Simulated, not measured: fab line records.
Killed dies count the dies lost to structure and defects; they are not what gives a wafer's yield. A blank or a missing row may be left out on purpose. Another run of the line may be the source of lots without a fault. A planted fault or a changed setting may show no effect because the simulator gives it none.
fab line records	flow berkeleyCmos170
record lots=14	wafers=42	lastDay=13
route steps=331 shown NWELL@29 SDANNEAL@205 PSD@206 NSD@207 PLDD@208 NLDD@209 V2@295
lots untouched by any fault: they come from a run of this same line in which no faults occurred
startH: hours from the record's opening day to when the first of the lot's shown wafers began	waitH: hours from the lot's prior step to this one	" same as the row above	L1.1+2: one row covering several wafers at once	- value missing, or start not given	* or withheld: withheld	< > ~ a bound
route shown NAME@n: a module of which the file shows steps, and the number in the route of the first	usual: average and standard deviation across the fault-free wafers	same: alike in all rows	chamber/n: place in a boat	sites: per-site readings	_std_site: standard deviation of those values	_edge_site: mean of outer sites minus mean of inner sites	radiusMm: how far each site lies from the wafer's centre	mask NAME#n: copy n	behind: the last tool/chamber to shape the wafer	hold: cause of the lot's hold/its duration in hours/its outcome	device: the transistor (n, p or np) that didn't switch	end of line: the route-end tests of the same wafers	a step given without rows: its recipe and nothing more	killed: the dies lost at the first sort to structure and to defects; this is not the yield of the wafer	map: dies across one wafer; x = killed, . = not, _ = none there
set.NAME: the run value of the setting; set.NAME@STEP: its run value at that earlier step	model.NAME: the simulator's own value behind a step, which no gauge read
route steps across a sampled set of lots; one table per step, one row per wafer
services: when a tool's chamber went out of use (startH, in hours from the record's first day, below 0 if earlier), for how many hours, and the reason
## steps
# step UCB170_NWELL_STRIP_15
# recipe chemistry=O2	powerW=400	pressureMtorr=3500	platenTempC=withheld	o2FlowSccm=400	overashFraction=0.5
# usual drypumpMotorCurrentA=5.7/0.5	oesProductAu=0.721/0.0045	stripTimeToEndpointS=17.99/0.069
lot.wafer	tool	chamber	startH	waitH	drypumpMotorCurrentA	oesProductAu	rfHoursCounterH	stripTimeToEndpointS
L858.2	plasmaAsher-02	1	40.93	0.1	5.7	0.725	29	18.04
L858.4	"	1	"	"	5.7	0.724	-	18.02
L858.6	"	0	"	"	5.5	0.714	-	17.86
L859.1	plasmaAsher-01	1	41.16	0.1	4.9	0.721	29	18.14
L859.3	"	1	"	"	4.9	0.721	-	18.08
L859.6	"	0	"	"	6.2	0.725	-	18.09
L861.1	plasmaAsher-01	1	50.27	0.1	4.9	0.724	30	17.93
L861.2	"	0	"	"	6.2	0.721	30	17.89
L861.5	"	0	"	"	6.2	0.717	-	17.96
L862.1	plasmaAsher-01	0	59.89	0.1	6.2	0.711	31	17.95
L862.4	"	1	"	"	4.9	0.714	-	17.95
L862.5	"	0	"	"	6.2	0.723	-	18.03
L863.2	plasmaAsher-02	0	60.28	0.1	5.6	0.715	31	18.01
L863.3	"	1	"	"	5.7	0.717	-	18.14
L863.6	"	0	"	"	5.6	0.721	-	18.04
L864.2	plasmaAsher-02	1	68.85	0.1	5.7	0.726	32	18.04
L864.3	"	1	"	"	5.7	0.712	-	18.02
L864.5	"	0	"	"	5.5	0.722	-	18.11
L865.2	plasmaAsher-02	0	76.20	0.1	5.5	0.725	33	17.96
L865.5	"	0	"	"	5.5	0.721	-	17.87
L865.6	"	1	"	"	5.7	0.721	-	17.99
L866.1	plasmaAsher-02	1	76.49	0.1	5.7	0.724	33	18.02
L866.4	"	0	"	"	5.5	0.722	-	17.97
L866.6	"	1	"	"	5.7	0.726	-	17.91
L869.1	plasmaAsher-03	0	98.11	0.1	6.8	0.718	37	18.05
L869.4	"	0	"	"	6.8	0.713	-	18.12
L869.6	"	1	"	"	6.4	0.720	-	18.04
L870.1	plasmaAsher-01	0	98.15	0.1	6.2	0.729	35	17.94
L870.3	"	0	"	"	6.2	0.724	-	18.00
L870.6	"	1	"	"	4.9	0.722	-	18.08
L871.1	plasmaAsher-02	1	98.31	0.1	5.7	0.721	35	18.05
L871.2	"	0	"	"	5.5	0.722	35	17.92
L871.3	"	0	"	"	5.5	0.721	-	17.98
L873.2	plasmaAsher-02	1	115.66	0.1	5.7	0.720	37	17.91
L873.5	"	0	"	"	5.6	0.723	-	17.99
L873.6	"	1	"	"	5.7	0.728	-	17.93
L877.3	plasmaAsher-02	1	124.82	0.1	5.7	0.717	-	17.96
L877.5	"	0	"	"	5.5	0.718	-	18.08
L877.6	"	1	"	"	5.7	0.719	-	17.93
L880.4	plasmaAsher-01	1	149.02	0.1	4.9	0.727	-	17.97
L880.5	"	1	"	"	5.0	0.722	-	17.97
L880.6	"	0	"	"	6.2	0.721	-	17.98
# step UCB170_SDANNEAL_RTA_01
# recipe tempC=1050	timeS=5	ambient=N2
# usual annealTempCMax=1056.8/1.8	chamberO2Ppm=2.001/0.023	lampPowerPct=37.4/1.7	wafer_temp_C_max=1055.2/1.4
lot.wafer	tool	chamber	startH	waitH	annealTempCMax	chamberO2Ppm	lampPowerPct	wafer_temp_C_max
L859.1	rtpAnneal-01	0	176.05	0.1	1054.9	1.952	39.2	1056.1
L859.3	"	0	"	"	1054.0	1.983	39.2	1058.9
L859.6	"	0	"	"	1055.5	1.965	39.2	1055.3
L858.2	rtpAnneal-01	0	177.63	0.1	1055.8	1.970	39.2	1054.9
L858.4	"	0	"	"	1055.7	2.031	39.2	1057.0
L858.6	"	0	"	"	1057.0	2.010	39.2	1055.4
L862.1	rtpAnneal-01	0	186.25	0.1	1055.7	1.976	39.2	1055.8
L862.4	"	0	"	"	1056.6	1.989	39.2	1055.1
L862.5	"	0	"	"	1055.4	1.951	39.2	1056.3
L861.1	rtpAnneal-02	0	186.42	0.1	1056.6	2.007	35.7	1054.6
L861.2	"	0	"	"	1057.4	2.008	35.7	1053.3
L861.5	"	0	"	"	1056.2	2.008	35.8	1054.6
L863.2	rtpAnneal-01	0	186.68	0.1	1055.3	1.981	39.1	1054.8
L863.3	"	0	"	"	1053.8	1.981	39.2	1056.8
L863.6	"	0	"	"	1055.5	1.951	39.1	1055.4
L864.2	rtpAnneal-02	0	189.31	0.1	1056.7	2.019	35.6	1054.6
L864.3	"	0	"	"	1056.7	2.017	35.7	1054.9
L864.5	"	0	"	"	1056.4	2.043	35.7	1054.2
L866.1	rtpAnneal-01	0	209.25	0.1	1054.4	1.977	39.2	1056.0
L866.4	"	0	"	"	1056.0	1.996	39.1	1055.3
L866.6	"	0	"	"	1055.4	2.026	39.2	1055.8
L865.2	rtpAnneal-02	0	209.44	0.1	1057.0	2.014	35.7	1053.9
L865.5	"	0	"	"	1056.8	2.020	35.6	1053.4
L865.6	"	0	"	"	1058.9	2.010	35.7	1054.2
L870.1	rtpAnneal-01	0	223.50	0.1	1057.4	2.007	39.2	1056.1
L870.3	"	0	"	"	1054.9	2.002	39.1	1054.0
L870.6	"	0	"	"	1054.6	2.002	39.2	1054.8
L871.1	rtpAnneal-02	0	223.77	0.1	1059.0	2.031	35.7	1054.3
L871.2	"	0	"	"	1059.4	2.015	35.7	1054.9
L871.3	"	0	"	"	1055.1	2.017	35.7	1053.8
L869.1	rtpAnneal-01	0	224.12	0.1	1055.9	2.004	39.2	1057.4
L869.4	"	0	"	"	1054.6	1.991	39.2	1056.5
L869.6	"	0	"	"	1055.6	1.974	39.2	1056.2
L873.2	rtpAnneal-01	0	247.51	0.1	1055.1	2.036	39.1	1056.4
L873.5	"	0	"	"	1058.3	1.980	39.2	1055.5
L873.6	"	0	"	"	1055.5	1.976	39.2	1055.9
L877.3	rtpAnneal-02	0	264.21	0.1	1059.5	2.010	35.7	1053.6
L877.5	"	0	"	"	1056.9	1.950	35.7	1055.7
L877.6	"	0	"	"	1056.0	2.004	35.6	1055.2
L880.4	rtpAnneal-02	0	276.44	0.1	1058.1	2.016	35.7	1054.0
L880.5	"	0	"	"	1059.2	2.022	35.6	1053.7
L880.6	"	0	"	"	1060.6	2.002	35.7	1054.0
# step UCB170_SDANNEAL_RS_MEAS_02
# recipe thkMeasGauge=four-point-probe
# usual PSD_RS=75.65/0.25
lot.wafer	tool	chamber	startH	waitH	PSD_RS[ohm/sq]
L859.1	filmMetro-01	-	176.11	0.0	75.95
L859.3	"	-	"	"	76.09
L859.6	"	-	"	"	75.79
L858.2	filmMetro-01	-	177.70	0.1	75.32
L858.4	"	-	"	"	75.48
L858.6	"	-	"	"	75.08
L862.1	filmMetro-03	-	186.31	0.0	75.23
L862.4	"	-	"	"	75.58
L862.5	"	-	"	"	75.75
L861.1	filmMetro-04	-	186.48	0.0	75.65
L861.2	"	-	"	"	75.70
L861.5	"	-	"	"	75.91
L863.2	filmMetro-04	-	186.98	0.3	75.91
L863.3	"	-	"	"	75.69
L863.6	"	-	"	"	75.83
L864.2	filmMetro-04	-	189.38	0.1	75.90
L864.3	"	-	"	"	75.74
L864.5	"	-	"	"	75.83
L866.1	filmMetro-01	-	209.31	0.0	75.68
L866.4	"	-	"	"	75.77
L866.6	"	-	"	"	75.65
L865.2	filmMetro-04	-	209.51	0.1	75.63
L865.5	"	-	"	"	75.98
L865.6	"	-	"	"	75.54
L870.1	filmMetro-04	-	223.56	0.0	75.48
L870.3	"	-	"	"	75.71
L870.6	"	-	"	"	75.34
L871.1	filmMetro-03	-	223.83	0.0	75.55
L871.2	"	-	"	"	75.49
L871.3	"	-	"	"	75.64
L869.1	filmMetro-01	-	224.18	0.0	56.69
L869.4	"	-	"	"	56.73
L869.6	"	-	"	"	56.65
L873.2	filmMetro-04	-	247.58	0.1	56.99
L873.5	"	-	"	"	56.86
L873.6	"	-	"	"	56.85
L877.3	filmMetro-04	-	264.43	0.2	75.55
L877.5	"	-	"	"	75.86
L877.6	"	-	"	"	75.87
L880.4	filmMetro-01	-	276.52	0.1	75.08
L880.5	"	-	"	"	75.52
L880.6	"	-	"	"	75.29
# step UCB170_SDANNEAL_RS_MEAS_03
# recipe thkMeasGauge=four-point-probe
# usual NSD_RS=37.25/0.082
lot.wafer	tool	chamber	startH	waitH	NSD_RS[ohm/sq]
L859.1	filmMetro-01	-	176.23	0.1	37.30
L859.3	"	-	"	"	37.28
L859.6	"	-	"	"	37.31
L858.2	filmMetro-01	-	177.82	0.1	37.30
L858.4	"	-	"	"	37.25
L858.6	"	-	"	"	37.21
L862.1	filmMetro-03	-	186.43	0.1	37.16
L862.4	"	-	"	"	37.18
L862.5	"	-	"	"	37.23
L861.1	filmMetro-04	-	186.60	0.1	37.43
L861.2	"	-	"	"	37.34
L861.5	"	-	"	"	37.25
L863.2	filmMetro-04	-	187.10	0.1	37.18
L863.3	"	-	"	"	37.31
L863.6	"	-	"	"	37.19
L864.2	filmMetro-04	-	189.50	0.1	37.44
L864.3	"	-	"	"	37.34
L864.5	"	-	"	"	37.42
L866.1	filmMetro-01	-	209.43	0.1	37.15
L866.4	"	-	"	"	37.13
L866.6	"	-	"	"	37.15
L865.2	filmMetro-04	-	209.63	0.1	37.08
L865.5	"	-	"	"	37.13
L865.6	"	-	"	"	37.20
L870.1	filmMetro-04	-	223.68	0.1	37.21
L870.3	"	-	"	"	37.08
L870.6	"	-	"	"	37.18
L871.1	filmMetro-03	-	223.95	0.1	37.22
L871.2	"	-	"	"	37.24
L871.3	"	-	"	"	37.27
L869.1	filmMetro-01	-	224.30	0.1	31.36
L869.4	"	-	"	"	31.30
L869.6	"	-	"	"	31.23
L873.2	filmMetro-04	-	247.70	0.1	31.28
L873.5	"	-	"	"	31.27
L873.6	"	-	"	"	31.26
L877.3	filmMetro-04	-	264.55	0.1	37.24
L877.5	"	-	"	"	37.32
L877.6	"	-	"	"	37.36
L880.4	filmMetro-01	-	276.64	0.1	37.30
L880.5	"	-	"	"	37.33
L880.6	"	-	"	"	37.35
# step UCB170_SDANNEAL_RS_MEAS_04
# recipe thkMeasGauge=four-point-probe
# usual PLDD_RS=1031.2/2.6
lot.wafer	tool	chamber	startH	waitH	PLDD_RS[ohm/sq]
L859.1	filmMetro-01	-	176.35	0.1	1027.6
L859.3	"	-	"	"	1029.0
L859.6	"	-	"	"	1027.0
L858.2	filmMetro-01	-	177.94	0.1	1031.2
L858.4	"	-	"	"	1031.7
L858.6	"	-	"	"	1028.4
L862.1	filmMetro-03	-	186.55	0.1	1033.8
L862.4	"	-	"	"	1034.8
L862.5	"	-	"	"	1032.6
L861.1	filmMetro-04	-	186.72	0.1	1032.3
L861.2	"	-	"	"	1033.8
L861.5	"	-	"	"	1034.2
L863.2	filmMetro-04	-	187.22	0.1	1032.3
L863.3	"	-	"	"	1031.6
L863.6	"	-	"	"	1032.4
L864.2	filmMetro-04	-	189.62	0.1	1034.7
L864.3	"	-	"	"	1032.3
L864.5	"	-	"	"	1034.4
L866.1	filmMetro-01	-	209.55	0.1	1032.1
L866.4	"	-	"	"	1028.8
L866.6	"	-	"	"	1028.6
L865.2	filmMetro-04	-	209.75	0.1	1027.5
L865.5	"	-	"	"	1029.2
L865.6	"	-	"	"	1031.6
L870.1	filmMetro-04	-	223.80	0.1	1029.3
L870.3	"	-	"	"	1028.6
L870.6	"	-	"	"	1032.8
L871.1	filmMetro-03	-	224.07	0.1	1032.2
L871.2	"	-	"	"	1029.2
L871.3	"	-	"	"	1031.6
L869.1	filmMetro-01	-	224.42	0.1	969.6
L869.4	"	-	"	"	967.9
L869.6	"	-	"	"	970.5
L873.2	filmMetro-04	-	247.82	0.1	961.8
L873.5	"	-	"	"	964.2
L873.6	"	-	"	"	964.8
L877.3	filmMetro-04	-	264.67	0.1	1029.1
L877.5	"	-	"	"	1027.1
L877.6	"	-	"	"	1026.0
L880.4	filmMetro-01	-	276.76	0.1	1026.4
L880.5	"	-	"	"	1027.8
L880.6	"	-	"	"	1026.6
# step UCB170_SDANNEAL_RS_MEAS_05
# recipe thkMeasGauge=four-point-probe
# usual NLDD_RS=616.2/1.5
lot.wafer	tool	chamber	startH	waitH	NLDD_RS[ohm/sq]
L859.1	filmMetro-01	-	176.47	0.1	616.5
L859.3	"	-	"	"	614.3
L859.6	"	-	"	"	617.2
L858.2	filmMetro-01	-	178.06	0.1	614.9
L858.4	"	-	"	"	616.3
L858.6	"	-	"	"	615.1
L862.1	filmMetro-03	-	186.67	0.1	617.2
L862.4	"	-	"	"	619.2
L862.5	"	-	"	"	618.2
L861.1	filmMetro-04	-	186.84	0.1	616.3
L861.2	"	-	"	"	616.6
L861.5	"	-	"	"	616.7
L863.2	filmMetro-04	-	187.34	0.1	615.9
L863.3	"	-	"	"	614.3
L863.6	"	-	"	"	615.4
L864.2	filmMetro-04	-	189.74	0.1	617.3
L864.3	"	-	"	"	615.5
L864.5	"	-	"	"	617.0
L866.1	filmMetro-01	-	209.67	0.1	615.7
L866.4	"	-	"	"	616.1
L866.6	"	-	"	"	615.5
L865.2	filmMetro-04	-	209.87	0.1	613.7
L865.5	"	-	"	"	615.9
L865.6	"	-	"	"	614.3
L870.1	filmMetro-04	-	223.92	0.1	616.1
L870.3	"	-	"	"	616.8
L870.6	"	-	"	"	617.2
L871.1	filmMetro-03	-	224.19	0.1	616.0
L871.2	"	-	"	"	615.9
L871.3	"	-	"	"	617.8
L869.1	filmMetro-01	-	224.54	0.1	608.6
L869.4	"	-	"	"	608.0
L869.6	"	-	"	"	607.3
L873.2	filmMetro-04	-	247.94	0.1	611.9
L873.5	"	-	"	"	611.3
L873.6	"	-	"	"	612.2
L877.3	filmMetro-04	-	264.79	0.1	619.6
L877.5	"	-	"	"	618.4
L877.6	"	-	"	"	619.0
L880.4	filmMetro-01	-	276.88	0.1	616.2
L880.5	"	-	"	"	615.2
L880.6	"	-	"	"	616.0
# step UCB170_V2_BOW_MEAS_03
# recipe mode=bow
# usual V2_BOW=37/7.1
lot.wafer	tool	chamber	startH	waitH	V2_BOW[um]
L859.1	filmMetro-02	-	191.85	0.2	28
L859.3	"	-	"	"	27
L859.6	"	-	"	"	40
L858.2	filmMetro-01	-	194.06	0.3	40
L858.4	"	-	"	"	32
L858.6	"	-	"	"	43
L862.1	filmMetro-04	-	205.14	0.1	34
L862.4	"	-	"	"	31
L862.5	"	-	"	"	27
L861.1	filmMetro-01	-	205.35	0.1	30
L861.2	"	-	"	"	37
L861.5	"	-	"	"	28
L863.2	filmMetro-02	-	210.45	0.2	39
L863.3	"	-	"	"	40
L863.6	"	-	"	"	34
L864.2	filmMetro-02	-	211.12	0.1	29
L864.3	"	-	"	"	35
L864.5	"	-	"	"	40
L865.2	filmMetro-02	-	225.26	0.1	41
L865.5	"	-	"	"	36
L865.6	"	-	"	"	43
L866.1	filmMetro-04	-	226.55	0.2	48
L866.4	"	-	"	"	37
L866.6	"	-	"	"	49
L870.1	filmMetro-04	-	241.14	0.2	36
L870.3	"	-	"	"	53
L870.6	"	-	"	"	45
L871.1	filmMetro-02	-	241.38	0.1	32
L871.2	"	-	"	"	22
L871.3	"	-	"	"	26
L869.1	filmMetro-02	-	243.71	0.2	33
L869.4	"	-	"	"	40
L869.6	"	-	"	"	44
L873.2	filmMetro-02	-	268.69	0.1	40
L873.5	"	-	"	"	31
L873.6	"	-	"	"	34
L877.3	filmMetro-02	-	285.14	0.2	35
L877.5	"	-	"	"	35
L877.6	"	-	"	"	40
L880.4	filmMetro-02	-	294.87	0.2	45
L880.5	"	-	"	"	28
L880.6	"	-	"	"	37
# step UCB170_V2_STRIP_15
# recipe chemistry=O2	powerW=400	pressureMtorr=3500	platenTempC=withheld	o2FlowSccm=400	overashFraction=0.5
# usual drypumpMotorCurrentA=5.8/0.56	oesProductAu=0.722/0.0049	stripTimeToEndpointS=15.30/0.11
lot.wafer	tool	chamber	startH	waitH	drypumpMotorCurrentA	oesProductAu	rfHoursCounterH	stripTimeToEndpointS
L859.1	plasmaAsher-02	1	193.86	0.1	5.7	0.728	47	15.37
L859.3	"	0	"	"	5.5	0.731	-	15.42
L859.6	"	0	"	"	5.5	0.722	-	15.40
L858.2	plasmaAsher-02	1	195.58	0.1	5.7	0.724	47	15.38
L858.4	"	1	"	"	5.7	0.724	-	15.41
L858.6	"	1	"	"	5.7	0.723	-	15.48
L861.1	plasmaAsher-01	0	208.69	0.1	6.2	0.720	46	15.29
L861.2	"	1	"	"	5.0	0.720	46	15.42
L861.5	"	0	"	"	6.2	0.718	-	15.36
L862.1	plasmaAsher-01	1	209.24	0.1	5.0	0.714	47	15.08
L862.4	"	1	"	"	5.0	0.725	-	15.27
L862.5	"	0	"	"	6.2	0.722	-	15.22
L863.2	plasmaAsher-02	1	213.38	0.1	5.7	0.720	49	15.33
L863.3	"	1	"	"	5.7	0.721	-	15.27
L863.6	"	1	"	"	5.7	0.725	-	15.07
L864.2	plasmaAsher-01	1	213.65	0.1	5.0	0.722	47	15.43
L864.3	"	1	"	"	5.0	0.717	-	15.39
L864.5	"	1	"	"	4.9	0.722	-	15.41
L865.2	plasmaAsher-03	1	226.84	0.1	6.4	0.728	10	15.19
L865.5	"	1	"	"	6.4	0.721	-	15.15
L865.6	"	0	"	"	6.9	0.719	-	15.18
L866.1	plasmaAsher-02	0	229.26	0.1	5.5	0.721	51	15.31
L866.4	"	0	"	"	5.5	0.713	-	15.39
L866.6	"	1	"	"	5.7	0.724	-	15.17
L870.1	plasmaAsher-03	0	243.65	0.1	6.9	0.722	12	15.54
L870.3	"	1	"	"	6.4	0.721	-	15.52
L870.6	"	1	"	"	6.4	0.725	-	15.58
L871.1	plasmaAsher-02	0	243.68	0.1	5.5	0.720	53	15.34
L871.2	"	1	"	"	5.7	0.724	53	15.10
L871.3	"	1	"	"	5.7	0.724	-	15.30
L869.1	plasmaAsher-01	1	245.88	0.1	4.9	0.724	51	15.43
L869.4	"	0	"	"	6.2	0.720	-	15.35
L869.6	"	1	"	"	4.9	0.716	-	15.40
L873.2	plasmaAsher-01	0	270.62	0.1	6.2	0.715	53	15.36
L873.5	"	0	"	"	6.2	0.726	-	15.41
L873.6	"	1	"	"	4.9	0.714	-	15.39
L877.3	plasmaAsher-02	0	287.22	0.1	5.5	0.729	-	15.30
L877.5	"	0	"	"	5.5	0.722	-	15.45
L877.6	"	1	"	"	5.7	0.719	-	15.14
L880.4	plasmaAsher-02	0	296.50	0.1	5.6	0.723	-	15.24
L880.5	"	0	"	"	5.6	0.729	-	15.16
L880.6	"	1	"	"	5.7	0.717	-	15.31
## services
tool	chamber	startH	hours	kind
plasmaAsher-01	-	21.55	1.3	repair
rtpAnneal-01	-	37.73	2.6	pm
plasmaAsher-03	-	67.24	0.8	repair
plasmaAsher-03	-	108.75	9.0	pm
plasmaAsher-03	0	108.75	9.0	ventCycle
plasmaAsher-03	1	108.75	9.0	ventCycle
plasmaAsher-03	0	117.75	-	clean
plasmaAsher-03	1	117.75	-	clean
plasmaAsher-01	-	134.24	14.6	pm
plasmaAsher-02	-	180.40	4.5	repair
plasmaAsher-03	-	198.73	28.1	pm
rtpAnneal-01	-	209.45	2.0	pm
## key
firstSign step=UCB170_SDANNEAL_RS_MEAS_02	reading=PSD_RS	direction=down	sigmas=77	usual=75.65	struck=56.80
effect step=UCB170_SDANNEAL_RS_MEAS_03	reading=NSD_RS	direction=down	sigmas=73	usual=37.25	struck=31.28
effect step=UCB170_SDANNEAL_RS_MEAS_04	reading=PLDD_RS	direction=down	sigmas=25	usual=1031.2	struck=966.5
effect step=UCB170_SDANNEAL_RS_MEAS_05	reading=NLDD_RS	direction=down	sigmas=4.3	usual=616.2	struck=609.9
metAt UCB170_SDANNEAL_RTA_01
struckLots L869,L873
testerLeftOut L869,L873
notActingAt UCB170_NWELL_STRIP_15,UCB170_V2_BOW_MEAS_03,UCB170_V2_STRIP_15
onsetBetween 223.50 224.12
fault kind=processParameterDrift	tool=rtpAnneal-01	chamber=-	onsetH=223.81	steps=UCB170_SDANNEAL_RTA_01	channel=timeS	offset=*	shape=step	endH=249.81	actsIn=*	stated=*
# testerLeftOut: of these lots the tester's yield and bins aren't shown, on N5 and GAA mostly nor the transistor test; their killed dies are dies lost to structure and defects alone, not to doping, threshold or leakage, so they don't give the yield
